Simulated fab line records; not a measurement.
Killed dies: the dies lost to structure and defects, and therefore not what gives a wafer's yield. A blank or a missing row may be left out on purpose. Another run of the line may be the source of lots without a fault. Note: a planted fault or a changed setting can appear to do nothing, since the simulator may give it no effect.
Which of the tools did it? -- flow berkeley_cmos170 -- 14 lots, 42 wafers sampled, at 2 steps of a route of 331

WHAT THE GAUGES SHOWED, per wafer
The record lacks any reading of a measuring or inspecting step that a usual standard deviation could be used to judge.

EACH LOT AND THE TOOL THAT RAN IT (in order: tool; ch and the chambers of the sampled wafers; start)
lot,UCB170_ZERO_EXPOSE_03,UCB170_ZERO_ETCH_06
L921,"krf_scanner-01 ch 0, day 1 19:58","rie_diel-02 ch 0,1,3, day 1 20:18"
L922,"krf_scanner-01 ch 0, day 2 02:55","rie_diel-02 ch 0,1,2, day 2 03:19"
L924,"krf_scanner-01 ch 0, day 2 15:16","rie_diel-03 ch 0,1, day 2 15:38"
L925,"krf_scanner-01 ch 0, day 2 15:22","rie_diel-04 ch 0,1,3, day 2 15:53"
L927,"krf_scanner-02 ch 0, day 3 03:04","rie_diel-04 ch 1,2,3, day 3 03:31"
L928,"krf_scanner-01 ch 0, day 3 12:25","rie_diel-03 ch 0,2,3, day 3 12:49"
L929,"krf_scanner-01 ch 0, day 3 12:33","rie_diel-04 ch 1,3, day 3 12:56"
L930,"krf_scanner-01 ch 0, day 3 19:37","rie_diel-02 ch 0,2,3, day 3 20:10"
L931,"krf_scanner-01 ch 0, day 4 01:28","rie_diel-03 ch 0,1,2, day 4 01:52"
L932,"krf_scanner-02 ch 0, day 4 06:15","rie_diel-03 ch 0,3, day 4 06:37"
L934,"krf_scanner-01, day 4 17:19","rie_diel-02 ch 0,1,3, day 4 17:40"
L935,"krf_scanner-02, day 4 17:29","rie_diel-04 ch 0,1,2, day 4 17:53"
L943,"krf_scanner-02 ch 0, day 6 08:25","rie_diel-02 ch 0,1, day 6 08:47"
L944,"krf_scanner-01 ch 0, day 6 19:26","rie_diel-03 ch 0,1, day 6 21:06"
- UCB170_ZERO_EXPOSE_03: exposes mask PM MARKS, target cd 4000 nm.
- UCB170_ZERO_ETCH_06: etches SiO2 in CHF3/CF4/Ar, time 12 s.

WHAT THE TOOLS THEMSELVES READ (means of the sampled wafers that have a number; where no wafer has one, the mark that the record gives instead)
UCB170_ZERO_EXPOSE_03. Usual: exposure_dose_mJ_cm2 30.00, standard deviation 0.035; focus_offset_nm 0.0 nm, standard deviation 0.52.
lot,tool,exposure_dose_mJ_cm2,focus_offset_nm (nm),flag
L921,krf_scanner-01,29.99,0.0,
L922,krf_scanner-01,30.01,-0.7,
L924,krf_scanner-01,30.04,0.3,
L925,krf_scanner-01,29.97,0.2,
L927,krf_scanner-02,30.00,-0.3,
L928,krf_scanner-01,29.97,-0.2,
L929,krf_scanner-01,29.98,-0.2,
L930,krf_scanner-01,29.96,0.3,
L931,krf_scanner-01,30.02,0.2,
L932,krf_scanner-02,29.98,0.3,
L934,krf_scanner-01,-,-,OFF
L935,krf_scanner-02,-,-,OFF
L943,krf_scanner-02,30.02,-0.1,
L944,krf_scanner-01,30.06,0.3,

UCB170_ZERO_ETCH_06. Usual: chamber_pressure_mTorr 100.01 mTorr, standard deviation 0.094; drypump_motor_current_A 5.9 A, standard deviation 0.35; oes_product_au 0.616 a.u., standard deviation 0.0081; throttle_valve_pct 9.24 %, standard deviation 0.13.
lot,tool,chamber_pressure_mTorr (mTorr),drypump_motor_current_A (A),oes_product_au (a.u.),throttle_valve_pct (%),flag
L921,rie_diel-02,100.05,5.9,0.612,9.20,
L922,rie_diel-02,100.05,6.0,0.609,9.27,
L924,rie_diel-03,99.94,5.9,0.619,9.33,
L925,rie_diel-04,100.03,6.1,0.609,9.24,
L927,rie_diel-04,100.02,6.3,0.612,9.16,
L928,rie_diel-03,100.08,5.5,0.624,9.24,
L929,rie_diel-04,100.01,6.2,0.613,9.11,
L930,rie_diel-02,100.06,5.7,0.615,9.24,
L931,rie_diel-03,100.03,5.8,0.623,9.22,
L932,rie_diel-03,99.97,5.5,0.623,9.24,
L934,rie_diel-02,99.97,5.9,0.374,9.18,OFF
L935,rie_diel-04,100.03,6.1,0.372,9.25,OFF
L943,rie_diel-02,99.99,6.1,0.615,9.24,
L944,rie_diel-03,100.06,5.8,0.628,9.25,

THE ANSWER, worked out from the rows above alone
Rule: take the mean of a lot's wafers that have a number; if it is more than 3 standard deviations from the usual mean, the lot is off. Also off: a lot with no number at a reading for which 4 or more lots have one. Where the step has rows for the other lots, those lots are counted as sound. After the gauges, taken in route order, come the tools' own readings; for these a lot's mean is taken, as printed above. The first step at which some lot is off is used, and at that step the reading that is off furthest; a lot without a number counts as furthest.
Off at UCB170_ZERO_EXPOSE_03 (exposure_dose_mJ_cm2): L934, L935. Without a number there: L934, L935.
If a tool, at that step or one of the process steps before it, ran each lot that is off and ran no sound lot following the first of them, it fits. Of those tried, none fits.

WHAT WAS PUT IN BY THE SIMULATOR
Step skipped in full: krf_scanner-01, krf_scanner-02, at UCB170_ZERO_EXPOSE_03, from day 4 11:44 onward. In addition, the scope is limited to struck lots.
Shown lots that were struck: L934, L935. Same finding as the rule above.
